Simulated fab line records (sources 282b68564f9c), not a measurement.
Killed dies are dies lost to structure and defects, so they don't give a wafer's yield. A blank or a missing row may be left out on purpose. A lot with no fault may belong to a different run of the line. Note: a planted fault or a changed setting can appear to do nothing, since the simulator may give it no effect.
Which tool did it?	flow rit cmos	45 wafers sampled from 15 lots at 1 step of a route of 202

## WHAT THE GAUGES READ, wafer by wafer
No reading from a measuring or inspecting step in the record can be judged against a usual standard deviation.

## WHICH TOOL RAN EACH LOT (tool, then ch and the chambers of the sampled wafers, then the start)
lot	RIT_PLDD_EXPOSE_03
L816	iline stepper-01 ch 0, day 2 19:56
L817	iline stepper-02 ch 0, day 3 00:04
L820	iline stepper-02 ch 0, day 3 15:30
L821	iline stepper-01 ch 0, day 3 20:55
L822	iline stepper-01 ch 0, day 4 00:46
L826	iline stepper-01 ch 0, day 5 00:37
L827	iline stepper-01, day 5 01:59
L828	iline stepper-01, day 5 07:40
L829	iline stepper-01, day 5 14:13
L831	iline stepper-01 ch 0, day 5 22:13
L834	iline stepper-01 ch 0, day 6 12:48
L835	iline stepper-01 ch 0, day 6 17:28
L836	iline stepper-01 ch 0, day 6 21:42
L838	iline stepper-02 ch 0, day 7 09:23
L839	iline stepper-01 ch 0, day 7 13:58
- RIT_PLDD_EXPOSE_03: exposes mask M8, target cd 40900 nm.

## WHAT THE TOOLS THEMSELVES READ (means of the sampled wafers that have a number; where no wafer has one, the mark that the record gives instead)
RIT_PLDD_EXPOSE_03. Usual: exposure dose mJ cm2 249.99, standard deviation 0.26; focus offset nm 0.0 nm, standard deviation 0.47.
lot	tool	exposure dose mJ cm2	focus offset nm (nm)	flag
L816	iline stepper-01	249.70	0.5	
L817	iline stepper-02	250.18	0.5	
L820	iline stepper-02	250.54	-0.1	
L821	iline stepper-01	249.60	0.3	
L822	iline stepper-01	250.07	-0.7	
L826	iline stepper-01	250.21	-0.1	
L827	iline stepper-01	-	-	OFF
L828	iline stepper-01	-	-	OFF
L829	iline stepper-01	-	-	OFF
L831	iline stepper-01	249.76	-0.6	
L834	iline stepper-01	250.30	-0.3	
L835	iline stepper-01	249.58	-0.3	
L836	iline stepper-01	250.12	-0.2	
L838	iline stepper-02	250.02	0.3	
L839	iline stepper-01	249.87	-0.1	

## THE ANSWER, worked out from the rows above alone
Rule: a lot counts as off when the mean over its wafers that have a number is more than 3 standard deviations away from the usual mean. A lot without any number at a reading at which 4 lots or more have one is off too. Any other lot the step has rows for is counted as sound. First the gauges in route order, then the tools' own readings, where a lot's mean is used as printed above. At the first step where some lot is off, the reading lying furthest off is the one used; lots without a number count as furthest.
Off, at RIT_PLDD_EXPOSE_03 on exposure dose mJ cm2: L827, L828, L829. Without a number there: L827, L828, L829.
If a tool, at that step or one of the process steps before it, ran each lot that is off and ran no sound lot following the first of them, it fits. None of those tried fits.

## WHAT HAD BEEN PUT IN BY THE SIMULATOR
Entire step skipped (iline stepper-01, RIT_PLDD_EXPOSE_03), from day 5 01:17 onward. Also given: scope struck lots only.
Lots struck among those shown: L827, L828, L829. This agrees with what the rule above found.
